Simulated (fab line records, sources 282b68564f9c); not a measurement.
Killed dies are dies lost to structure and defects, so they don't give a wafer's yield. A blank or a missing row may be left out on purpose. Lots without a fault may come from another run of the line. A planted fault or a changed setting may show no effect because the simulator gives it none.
fab line records | flow rit_cmos
record lots=14 wafers=42 last_day=7
route steps=202 shown GATE@85 PSD@157 M1@196
lots that met no fault: from a run of the same line without faults
start_h: hours from the record's first day to the start of the lot's first wafer shown | wait_h: hours since the lot's step before | " the same as in the row above | L1.1+2: a row that stands for several wafers | - no value, or no start given | * or withheld: withheld | < > ~ a bound
route shown NAME@n: a module of which the file shows steps, and the number in the route of the first | usual: mean/standard deviation of fault-free wafers | same: alike in all rows | chamber/n: place in a boat | sites: the reading at each site | _std_site: their standard deviation | _edge_site: outer sites' mean less inner sites' | radius_mm: how far each site lies from the wafer's centre | mask NAME#n: copy n | behind: the tool/chamber that last shaped the wafer | hold: why the lot was held/for how many hours/how that ended | device: the transistor (n, p or np) that didn't switch | end of line: the same wafers' tests at the end of the route | a step without rows: its recipe alone | killed: dies lost to structure and defects at the first sort, not the wafer's yield | map: a wafer's dies, x killed, . not, _ none there
set.NAME: the setting as run; set.NAME@STEP: as run at that earlier step | model.NAME: the simulator's own value behind a step, which no gauge read
steps of the route over a sample of lots; a table a step, a row a wafer
services: from which hour (start_h, from the record's first day; less than 0 if before it) a tool's chamber was out of use, for how many hours, and why
## steps
# step RIT_GATE_THK_MEAS_09
# recipe reads=poly-Si_of_GATE_CVD_08
# usual GATE_POLY_THK=251.1/1.8
# columns lot.wafer tool chamber start_h wait_h GATE_POLY_THK[nm]
L248.1 film_metro-01 - 35.63 0.0 253.1
L248.2 " - " " 252.0
L248.5 " - " " 250.5
L249.1 film_metro-01 - 41.57 0.0 249.8
L249.3 " - " " 246.7
L249.6 " - " " 247.5
L253.2 film_metro-01 - 60.30 0.0 250.0
L253.3 " - " " 251.5
L253.4 " - " " 249.7
L254.2 film_metro-03 - 65.66 0.0 249.6
L254.4 " - " " 250.2
L254.5 " - " " 248.0
L255.1 film_metro-03 - 70.41 0.0 249.9
L255.2 " - " " 248.8
L255.3 " - " " 249.4
L256.1 film_metro-01 - 76.46 0.0 248.3
L256.2 " - " " 248.5
L256.3 " - " " 250.0
L258.1 film_metro-01 - 85.55 0.0 251.6
L258.4 " - " " 253.0
L258.5 " - " " 252.5
L259.2 film_metro-01 - 89.96 0.0 249.3
L259.3 " - " " 252.9
L259.4 " - " " 250.6
L260.4 film_metro-02 - 97.17 0.0 250.7
L260.5 " - " " 251.4
L260.6 " - " " 250.4
L262.1 film_metro-03 - 105.27 0.0 251.7
L262.2 " - " " 253.2
L262.3 " - " " 252.5
L263.3 film_metro-03 - 110.00 0.0 252.1
L263.4 " - " " 253.7
L263.5 " - " " 252.9
L265.1 film_metro-03 - 122.04 0.0 250.5
L265.4 " - " " 250.1
L265.5 " - " " 249.0
L267.1 film_metro-01 - 130.42 0.0 254.4
L267.2 " - " " 252.4
L267.4 " - " " 252.8
L271.2 film_metro-03 - 151.45 0.0 253.6
L271.4 " - " " 252.5
L271.6 " - " " 251.7
# step RIT_GATE_CD_MEAS_16
# recipe target_cd_nm=150
# usual cd_nm=150.1/2.9
# columns lot.wafer tool chamber start_h wait_h cd_nm
L248.1 cd_sem-02 - 36.78 - 148.9
L248.2 " - " " 148.5
L248.5 " - " " 150.1
L249.1 cd_sem-02 - 42.48 - 156.0
L249.3 " - " " 153.8
L249.6 " - " " 152.3
L253.2 cd_sem-02 - 61.22 - 149.2
L253.3 " - " " 151.1
L253.4 " - " " 147.8
L254.2 cd_sem-01 - 66.75 - 150.7
L254.4 " - " " 149.9
L254.5 " - " " 151.2
L255.1 cd_sem-01 - 71.32 - 146.6
L255.2 " - " " 145.2
L255.3 " - " " 145.4
L256.1 cd_sem-01 - 77.38 - 149.2
L256.2 " - " " 150.7
L256.3 " - " " 152.9
L258.1 cd_sem-02 - 86.54 - 147.3
L258.4 " - " " 148.6
L258.5 " - " " 147.8
L259.2 cd_sem-01 - 91.00 - 147.6
L259.3 " - " " 149.1
L259.4 " - " " 148.1
L260.4 cd_sem-02 - 98.11 - 149.8
L260.5 " - " " 149.1
L260.6 " - " " 149.2
L262.1 cd_sem-01 - 106.37 - 154.4
L262.2 " - " " 154.3
L262.3 " - " " 155.0
L263.3 cd_sem-02 - 110.93 - 151.1
L263.4 " - " " 153.1
L263.5 " - " " 152.2
L265.1 cd_sem-01 - 122.95 - 149.6
L265.4 " - " " 147.9
L265.5 " - " " 152.8
L267.1 cd_sem-01 - 131.45 - 151.6
L267.2 " - " " 150.1
L267.4 " - " " 150.0
L271.2 cd_sem-01 - 152.50 - 151.5
L271.4 " - " " 153.5
L271.6 " - " " 152.0
# step RIT_SDANNEAL_RS_MEAS_04
# recipe thk_meas_gauge=four-point-probe
# usual PSD_RS=115.9/0.33
# columns lot.wafer tool chamber start_h wait_h PSD_RS[ohm/sq]
L248.1 film_metro-04 - 49.46 0.0 115.4
L248.2 " - " " 115.5
L248.5 " - " " 116.0
L249.1 film_metro-04 - 55.32 0.1 115.1
L249.3 " - " " 115.4
L249.6 " - " " 115.5
L253.2 film_metro-04 - 74.16 0.1 115.8
L253.3 " - " " 115.8
L253.4 " - " " 116.0
L254.2 film_metro-04 - 79.69 0.1 116.5
L254.4 " - " " 116.8
L254.5 " - " " 116.3
L255.1 film_metro-04 - 84.23 0.1 115.7
L255.2 " - " " 116.2
L255.3 " - " " 116.0
L256.1 film_metro-03 - 90.04 0.0 116.2
L256.2 " - " " 116.1
L256.3 " - " " 115.7
L258.1 film_metro-04 - 99.48 0.0 116.0
L258.4 " - " " 116.1
L258.5 " - " " 116.1
L259.2 film_metro-04 - 104.03 0.1 115.6
L259.3 " - " " 115.4
L259.4 " - " " 115.3
L260.4 film_metro-03 - 110.81 0.1 115.8
L260.5 " - " " 115.8
L260.6 " - " " 115.7
L262.1 film_metro-03 - 119.80 0.0 116.0
L262.2 " - " " 116.3
L262.3 " - " " 116.2
L263.3 film_metro-04 - 123.69 0.1 115.9
L263.4 " - " " 115.9
L263.5 " - " " 116.1
L265.1 film_metro-04 - 135.62 0.0 115.8
L265.4 " - " " 115.9
L265.5 " - " " 115.4
L267.1 film_metro-03 - 144.17 0.0 116.5
L267.2 " - " " 116.6
L267.4 " - " " 116.2
L271.2 film_metro-04 - 165.74 0.1 116.2
L271.4 " - " " 115.8
L271.6 " - " " 115.5
# step RIT_M1_METAL_ETCH_12
# recipe stop_on=SiO2 chemistry=Cl2/BCl3 target=Al time_s=165 over_etch_frac=0.5 pressure_mtorr=100 target_depth_a=6000 rf_w=250 Cl2_flow_sccm=60 bcl3_flow_sccm=50
# usual drypump_motor_current_A=5.5/0.49 oes_product_au=0.777/0.014 throttle_valve_pct=8.32/0.11
# same over_etch_frac=0.5
# columns lot.wafer tool chamber start_h wait_h drypump_motor_current_A oes_product_au rf_hours_counter_h throttle_valve_pct
L248.1 rie_metal-03 0 54.67 0.2 5.9 0.770 2 8.31
L248.2 " 1 " " 4.8 0.789 2 8.32
L248.5 " 1 " " 4.8 0.776 - 8.33
L249.1 rie_metal-04 0 60.44 0.2 4.9 0.798 4 8.40
L249.3 " 1 " " 5.8 0.770 - 8.45
L249.6 " 0 " " 4.9 0.786 - 8.42
L253.2 rie_metal-02 1 79.27 0.2 5.5 0.772 32 8.13
L253.3 " 1 " " 5.5 0.777 - 8.12
L253.4 " 0 " " 5.9 0.784 - 8.17
L254.2 rie_metal-03 1 84.72 0.2 4.8 0.782 3 8.32
L254.4 " 1 " " 4.8 0.790 - 8.34
L254.5 " 0 " " 6.0 0.761 - 8.34
L255.1 rie_metal-04 0 89.52 0.2 4.9 0.791 5 8.41
L255.2 " 1 " " 5.8 0.764 4 8.46
L255.3 " 1 " " 5.8 0.758 - 8.46
L256.1 rie_metal-02 0 95.19 0.2 5.9 0.774 37 8.16
L256.2 " 1 " " 5.5 0.775 32 8.13
L256.3 " 1 " " 5.5 0.776 - 8.14
L258.1 rie_metal-04 1 104.75 0.2 5.8 0.760 4 8.44
L258.4 " 1 " " 5.8 0.757 - 8.47
L258.5 " 1 " " 5.8 0.755 - 8.47
L259.2 rie_metal-02 1 109.29 0.2 5.5 0.778 33 8.13
L259.3 " 1 " " 5.5 0.776 - 8.14
L259.4 " 0 " " 5.9 0.775 - 8.15
L260.4 rie_metal-03 0 115.92 0.1 6.0 0.760 - 8.32
L260.5 " 0 " " 6.0 0.768 - 8.32
L260.6 " 1 " " 4.8 0.782 - 8.32
L262.1 rie_metal-02 0 125.03 0.2 5.9 0.774 37 8.15
L262.2 " 1 " " 5.5 0.765 33 8.13
L262.3 " 1 " " 5.6 0.778 - 8.14
L263.3 rie_metal-03 1 128.95 0.2 4.8 0.788 - 8.33
L263.4 " 0 " " 6.0 0.772 - 8.31
L263.5 " 0 " " 6.0 0.768 - 8.33
L265.1 rie_metal-03 0 140.72 0.2 6.0 0.780 3 8.33
L265.4 " 1 " " 4.9 0.789 - 8.33
L265.5 " 1 " " 4.9 0.792 - 8.33
L267.1 rie_metal-03 1 149.36 0.2 4.8 0.784 3 8.35
L267.2 " 0 " " 6.0 0.774 3 8.32
L267.4 " 0 " " 6.0 0.767 - 8.33
L271.2 rie_metal-04 1 170.79 0.2 5.8 0.767 5 8.45
L271.4 " 0 " " 4.9 0.800 - 8.41
L271.6 " 1 " " 5.8 0.754 - 8.47
# step RIT_M1_CD_MEAS_90
# recipe target_cd_nm=2600
# usual cd_nm=2599/3.4
# columns lot.wafer tool chamber start_h wait_h cd_nm
L248.1 cd_sem-01 - 55.18 0.1 2597
L248.2 " - " " 2595
L248.5 " - " " 2595
L249.1 cd_sem-01 - 60.95 0.1 2597
L249.3 " - " " 2600
L249.6 " - " " 2595
L253.2 cd_sem-02 - 79.80 0.1 2600
L253.3 " - " " 2602
L253.4 " - " " 2601
L254.2 cd_sem-02 - 85.26 0.1 2594
L254.4 " - " " 2595
L254.5 " - " " 2595
L255.1 cd_sem-01 - 90.04 0.1 2599
L255.2 " - " " 2602
L255.3 " - " " 2605
L256.1 cd_sem-01 - 95.71 0.1 2606
L256.2 " - " " 2604
L256.3 " - " " 2603
L258.1 cd_sem-01 - 105.47 0.1 2605
L258.4 " - " " 2605
L258.5 " - " " 2604
L259.2 cd_sem-02 - 109.83 0.1 2601
L259.3 " - " " 2599
L259.4 " - " " 2601
L260.4 cd_sem-01 - 116.44 0.1 2594
L260.5 " - " " 2593
L260.6 " - " " 2593
L262.1 cd_sem-01 - 125.59 0.1 2598
L262.2 " - " " 2602
L262.3 " - " " 2600
L263.3 cd_sem-01 - 129.45 0.1 2597
L263.4 " - " " 2598
L263.5 " - " " 2599
L265.1 cd_sem-01 - 141.41 0.1 2579
L265.4 " - " " 2576
L265.5 " - " " 2576
L267.1 cd_sem-01 - 149.87 0.1 2584
L267.2 " - " " 2581
L267.4 " - " " 2584
L271.2 cd_sem-01 - 171.32 0.1 2605
L271.4 " - " " 2603
L271.6 " - " " 2606
# step RIT_M1_PROBE_99
# usual defect_limited_yield=97.1/1.1 killed_at_contacts=0.1/0.26 killed_at_front_end=7.5/2.8 killed_dies=7.6/2.8 killed_open=3.9/2.1 killed_short=3.7/1.7 sort_bin_3_pad_short=0.1/0.2 sort_bin_5_function=1.7/0.85 sort_bin_6_memory=1.1/0.71 sort_n_pass=256.4/2.8 sort_yield_pct=97.1/1.1
# same gross_dies=264 killed_at_M0_to_M3=0 killed_at_M4_up=0 killed_at_back_side=0 killed_at_other=0
# columns lot.wafer tool chamber start_h wait_h defect_limited_yield[%] killed_at_contacts killed_at_front_end killed_dies killed_open killed_short sort_bin_3_pad_short[%] sort_bin_5_function[%] sort_bin_6_memory[%] sort_n_pass sort_yield_pct[%]
L248.1 prober-01 - 57.54 0.1 97.0 0 8 8 5 3 0 1.9 1.1 256.0 97.0
L248.2 prober-01 - 57.59 0.1 97.3 0 7 7 4 3 0 1.5 1.1 257.0 97.3
L248.5 prober-01 - 57.74 0.2 98.5 0 4 4 1 3 0.8 0.8 0 260.0 98.5
L249.1 prober-02 - 62.69 0.1 96.2 0 10 10 2 8 0 3.0 0.8 254.0 96.2
L249.3 prober-02 - 62.79 0.2 96.2 0 10 10 3 7 0 3.0 0.8 254.0 96.2
L249.6 prober-02 - 62.94 0.2 97.0 0 8 8 4 4 0 1.9 1.1 256.0 97.0
L253.2 prober-02 - 81.57 0.1 97.7 0 6 6 4 2 0 1.5 0.8 258.0 97.7
L253.3 prober-02 - 81.62 0.2 95.5 0 12 12 8 4 0 1.5 3.0 252.0 95.5
L253.4 prober-02 - 81.67 0.2 97.3 0 7 7 4 3 0.4 1.9 0.4 257.0 97.3
L254.2 prober-01 - 87.03 0.1 96.2 0 10 10 3 6 0.4 3.0 0.4 254.0 96.2
L254.4 prober-01 - 87.13 0.2 97.7 0 6 6 4 2 0 1.5 0.8 258.0 97.7
L254.5 prober-01 - 87.18 0.2 98.5 0 4 4 1 2 0 1.1 0.4 260.0 98.5
L255.1 prober-02 - 91.78 0.1 98.9 0 3 3 1 2 0 1.1 0 261.0 98.9
L255.2 prober-02 - 91.83 0.1 96.6 0 9 9 3 6 0.8 2.3 0.4 255.0 96.6
L255.3 prober-02 - 91.88 0.2 94.7 1 13 14 8 6 0 3.0 2.3 250.0 94.7
L256.1 prober-01 - 97.45 0.1 97.7 0 6 6 4 2 0 1.9 0.4 258.0 97.7
L256.2 prober-01 - 97.50 0.1 97.3 0 7 7 4 3 0 1.5 1.1 257.0 97.3
L256.3 prober-01 - 97.55 0.2 97.0 0 8 8 5 3 0 1.9 1.1 256.0 97.0
L258.1 prober-01 - 107.23 0.1 98.1 0 5 5 1 4 0 1.5 0.4 259.0 98.1
L258.4 prober-01 - 107.38 0.2 96.2 2 8 10 7 3 0 0.8 3.0 254.0 96.2
L258.5 prober-01 - 107.43 0.2 97.7 0 6 6 3 3 0 1.9 0.4 258.0 97.7
L259.2 prober-02 - 111.60 0.1 97.7 0 6 6 3 3 0 1.5 0.8 258.0 97.7
L259.3 prober-02 - 111.65 0.2 96.6 0 9 9 6 3 0 1.9 1.5 255.0 96.6
L259.4 prober-02 - 111.70 0.2 97.7 0 6 6 4 2 0 1.1 1.1 258.0 97.7
L260.4 prober-01 - 118.66 0.2 97.3 0 7 7 3 4 0 1.1 1.5 257.0 97.3
L260.5 prober-01 - 118.71 0.2 97.3 0 7 7 3 4 0 1.5 1.1 257.0 97.3
L260.6 prober-01 - 118.76 0.2 95.1 0 13 13 8 5 0 4.2 0.8 251.0 95.1
L262.1 prober-01 - 128.44 0.1 96.6 0 9 9 3 6 0 3.0 0.4 255.0 96.6
L262.2 prober-01 - 128.49 0.1 98.5 0 4 4 2 2 0 1.1 0.4 260.0 98.5
L262.3 prober-01 - 128.54 0.2 99.6 0 1 1 1 0 0 0.4 0 263.0 99.6
L263.3 prober-02 - 131.25 0.2 94.3 0 15 15 10 5 0.4 4.2 1.1 249.0 94.3
L263.4 prober-02 - 131.30 0.2 97.7 0 6 6 2 4 0 1.5 0.8 258.0 97.7
L263.5 prober-02 - 131.35 0.2 99.2 0 2 2 0 2 0 0.8 0 262.0 99.2
L265.1 prober-02 - 143.15 0.1 97.0 0 8 8 3 5 0.4 1.1 1.5 256.0 97.0
L265.4 prober-02 - 143.30 0.2 98.5 0 4 4 3 1 0 1.5 0 260.0 98.5
L265.5 prober-02 - 143.35 0.2 98.5 0 4 4 1 3 0 1.1 0.4 260.0 98.5
L267.1 prober-02 - 151.61 0.1 96.6 0 9 9 5 4 0 1.5 1.9 255.0 96.6
L267.2 prober-02 - 151.66 0.1 96.6 0 9 9 5 4 0 1.9 1.5 255.0 96.6
L267.4 prober-02 - 151.76 0.2 97.3 0 7 7 2 5 0.4 1.1 1.1 257.0 97.3
L271.2 prober-02 - 173.58 0.1 97.0 0 8 8 3 5 0.4 1.5 1.1 256.0 97.0
L271.4 prober-02 - 173.68 0.2 95.8 0 11 11 6 5 0.4 2.7 1.1 253.0 95.8
L271.6 prober-02 - 173.78 0.2 97.0 0 8 8 4 4 0 0.8 2.3 256.0 97.0
# killed by level:class
L248.1 GATE:geometric_particle:open=3 SPACER:geometric_particle:short=2 FOX1:geometric_particle:open=1 FOX2:geometric_particle:open=1 GATE:geometric_particle:short=1
L248.2 REOX:geometric_particle:short=3 GATE:geometric_particle:open=2 REOX:geometric_particle:open=1 SPACER:geometric_particle:open=1
L248.5 FOX1:geometric_particle:short=1 GATE:geometric_particle:short=1 GATE:geometric_particle:open=1 SPACER:geometric_particle:short=1
L249.1 GATE:geometric_particle:short=3 FOX1:geometric_particle:open=2 REOX:geometric_particle:short=2 SPACER:geometric_particle:short=2 FOX2:geometric_particle:short=1
L249.3 GATE:geometric_particle:short=2 GATE:geometric_particle:open=2 REOX:geometric_particle:short=2 FOX1:geometric_particle:short=1 FOX2:geometric_particle:short=1 SPACER:geometric_particle:open=1 SILICIDE:geometric_particle:short=1
L249.6 REOX:geometric_particle:open=2 REOX:geometric_particle:short=2 SPACER:geometric_particle:short=2 FOX2:geometric_particle:open=1 SPACER:geometric_particle:open=1
L253.2 FOX1:geometric_particle:open=3 GATE:geometric_particle:short=1 GATE:geometric_particle:open=1 SILICIDE:geometric_particle:short=1
L253.3 GATE:geometric_particle:open=5 GATE:geometric_particle:short=4 FOX1:geometric_particle:open=1 REOX:geometric_particle:open=1 SPACER:geometric_particle:open=1
L253.4 REOX:geometric_particle:open=3 FOX1:geometric_particle:short=1 FOX1:geometric_particle:open=1 SPACER:geometric_particle:short=1 SILICIDE:geometric_particle:short=1
L254.2 GATE:geometric_particle:short=4 GATE:geometric_particle:open=2 FOX1:geometric_particle:open=1 REOX:geometric_particle:short=1 SPACER:geometric_particle:short=1 NRETRO:coat_microbubble_printed=1
L254.4 GATE:geometric_particle:open=2 FOX1:geometric_particle:open=1 SPACER:geometric_particle:short=1 SPACER:geometric_particle:open=1 SILICIDE:geometric_particle:short=1
L254.5 FOX1:geometric_particle:short=1 SPACER:geometric_particle:short=1 SILICIDE:geometric_particle:open=1 NRETRO:coat_microbubble_printed=1
L255.1 GATE:geometric_particle:short=2 GATE:geometric_particle:open=1
L255.2 FOX2:geometric_particle:short=3 GATE:geometric_particle:open=2 GATE:geometric_particle:short=1 REOX:geometric_particle:open=1 REOX:geometric_particle:short=1 SILICIDE:geometric_particle:short=1
L255.3 GATE:geometric_particle:open=4 REOX:geometric_particle:open=2 REOX:geometric_particle:short=2 SILICIDE:geometric_particle:short=2 SILICIDE:geometric_particle:open=2 GATE:geometric_particle:short=1 CONTACT:geometric_particle:short=1
L256.1 FOX2:geometric_particle:open=2 FOX1:geometric_particle:open=1 REOX:geometric_particle:short=1 SPACER:geometric_particle:short=1 SILICIDE:geometric_particle:open=1
L256.2 SPACER:geometric_particle:open=2 FOX1:geometric_particle:open=1 GATE:geometric_particle:short=1 GATE:geometric_particle:open=1 REOX:geometric_particle:short=1 SPACER:geometric_particle:short=1
L256.3 SPACER:geometric_particle:open=3 GATE:geometric_particle:short=1 REOX:geometric_particle:short=1 REOX:geometric_particle:open=1 SPACER:geometric_particle:short=1 SILICIDE:geometric_particle:open=1
L258.1 GATE:geometric_particle:short=2 FOX1:geometric_particle:short=1 GATE:geometric_particle:open=1 REOX:geometric_particle:short=1
L258.4 GATE:geometric_particle:open=3 CONTACT:geometric_particle:open=2 FOX1:geometric_particle:open=1 GATE:geometric_particle:short=1 REOX:geometric_particle:short=1 SPACER:geometric_particle:open=1 SPACER:geometric_particle:short=1
L258.5 GATE:geometric_particle:open=3 FOX1:geometric_particle:short=1 FOX2:geometric_particle:short=1 GATE:geometric_particle:short=1
L259.2 GATE:geometric_particle:open=2 FOX1:geometric_particle:open=1 FOX1:geometric_particle:short=1 GATE:geometric_particle:short=1 REOX:geometric_particle:short=1
L259.3 GATE:geometric_particle:open=3 REOX:geometric_particle:short=2 GATE:geometric_particle:short=1 REOX:geometric_particle:open=1 SPACER:geometric_particle:open=1 SILICIDE:geometric_particle:open=1
L259.4 GATE:geometric_particle:short=2 SPACER:geometric_particle:open=2 FOX1:geometric_particle:open=1 GATE:geometric_particle:open=1
L260.4 SPACER:geometric_particle:short=2 FOX1:geometric_particle:open=1 FOX2:geometric_particle:open=1 GATE:geometric_particle:short=1 REOX:geometric_particle:open=1 REOX:geometric_particle:short=1
L260.5 SPACER:geometric_particle:open=2 FOX1:geometric_particle:short=1 FOX2:geometric_particle:short=1 GATE:geometric_particle:open=1 GATE:geometric_particle:short=1 SPACER:geometric_particle:short=1
L260.6 GATE:geometric_particle:open=4 FOX1:geometric_particle:open=2 FOX1:geometric_particle:short=2 SPACER:geometric_particle:short=2 FOX2:geometric_particle:open=1 REOX:geometric_particle:short=1 SPACER:geometric_particle:open=1
L262.1 GATE:geometric_particle:short=3 FOX2:geometric_particle:short=2 SPACER:geometric_particle:open=2 FOX1:geometric_particle:open=1 SILICIDE:geometric_particle:short=1
L262.2 GATE:geometric_particle:short=1 GATE:geometric_particle:open=1 SPACER:geometric_particle:open=1 SILICIDE:geometric_particle:short=1
L262.3 GATE:geometric_particle:open=1
L263.3 SPACER:geometric_particle:open=4 FOX1:geometric_particle:open=2 FOX1:geometric_particle:short=2 GATE:geometric_particle:short=2 REOX:geometric_particle:open=2 GATE:geometric_particle:open=1 SPACER:geometric_particle:short=1 SILICIDE:geometric_particle:open=1
L263.4 FOX1:geometric_particle:short=1 FOX2:geometric_particle:short=1 REOX:geometric_particle:open=1 SPACER:geometric_particle:open=1 SPACER:geometric_particle:short=1 SILICIDE:geometric_particle:short=1
L263.5 FOX1:geometric_particle:short=1 GATE:geometric_particle:short=1
L265.1 SPACER:geometric_particle:short=2 FOX1:geometric_particle:short=1 FOX1:geometric_particle:open=1 FOX2:geometric_particle:short=1 FOX2:geometric_particle:open=1 GATE:geometric_particle:short=1 SILICIDE:geometric_particle:open=1
L265.4 SPACER:geometric_particle:open=2 GATE:geometric_particle:open=1 GATE:geometric_particle:short=1
L265.5 FOX1:geometric_particle:open=1 FOX1:geometric_particle:short=1 GATE:geometric_particle:short=1 SILICIDE:geometric_particle:short=1
L267.1 GATE:geometric_particle:short=3 FOX1:geometric_particle:open=2 GATE:geometric_particle:open=1 SPACER:geometric_particle:open=1 SPACER:geometric_particle:short=1 SILICIDE:geometric_particle:open=1
L267.2 GATE:geometric_particle:open=3 FOX2:geometric_particle:short=2 FOX1:geometric_particle:short=1 GATE:geometric_particle:short=1 SPACER:geometric_particle:open=1 SILICIDE:geometric_particle:open=1
L267.4 FOX1:geometric_particle:short=2 ACTIVE:geometric_particle:short=1 FOX2:geometric_particle:short=1 GATE:geometric_particle:open=1 SPACER:geometric_particle:short=1 SILICIDE:geometric_particle:open=1
L271.2 GATE:geometric_particle:short=3 FOX1:geometric_particle:short=2 FOX2:geometric_particle:open=1 REOX:geometric_particle:open=1 SPACER:geometric_particle:open=1
L271.4 SILICIDE:geometric_particle:open=3 FOX1:geometric_particle:open=2 GATE:geometric_particle:short=2 SILICIDE:geometric_particle:short=2 REOX:geometric_particle:open=1 SPACER:geometric_particle:short=1
L271.6 SILICIDE:geometric_particle:open=2 FOX1:geometric_particle:open=1 FOX1:geometric_particle:short=1 FOX2:geometric_particle:short=1 GATE:geometric_particle:short=1 GATE:geometric_particle:open=1 SILICIDE:geometric_particle:short=1
## services
# columns tool chamber start_h hours kind
rie_metal-02 - 41.78 2.8 pm
rie_metal-03 - 49.80 1.3 repair
rie_metal-04 1 91.86 7.7 repair
rie_metal-02 - 136.12 20.0 pm
rie_metal-02 0 136.12 20.0 vent_cycle
rie_metal-02 1 136.12 20.0 vent_cycle
rie_metal-02 0 156.12 - clean
rie_metal-02 1 156.12 - clean
## key
first_sign step=RIT_M1_CD_MEAS_90 reading=cd_nm direction=down sigmas=5.6 usual=2599 struck=2580
effect none on later readings
met_at RIT_M1_METAL_ETCH_12
struck_lots L265,L267
not_acting_at RIT_GATE_THK_MEAS_09,RIT_GATE_CD_MEAS_16,RIT_SDANNEAL_RS_MEAS_04
onset_between 128.95 140.72
fault kind=process_parameter_drift tool=rie_metal-03 chamber=- onset_h=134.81 steps=RIT_M1_METAL_ETCH_12 channel=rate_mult offset=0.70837 shape=step end_h=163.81
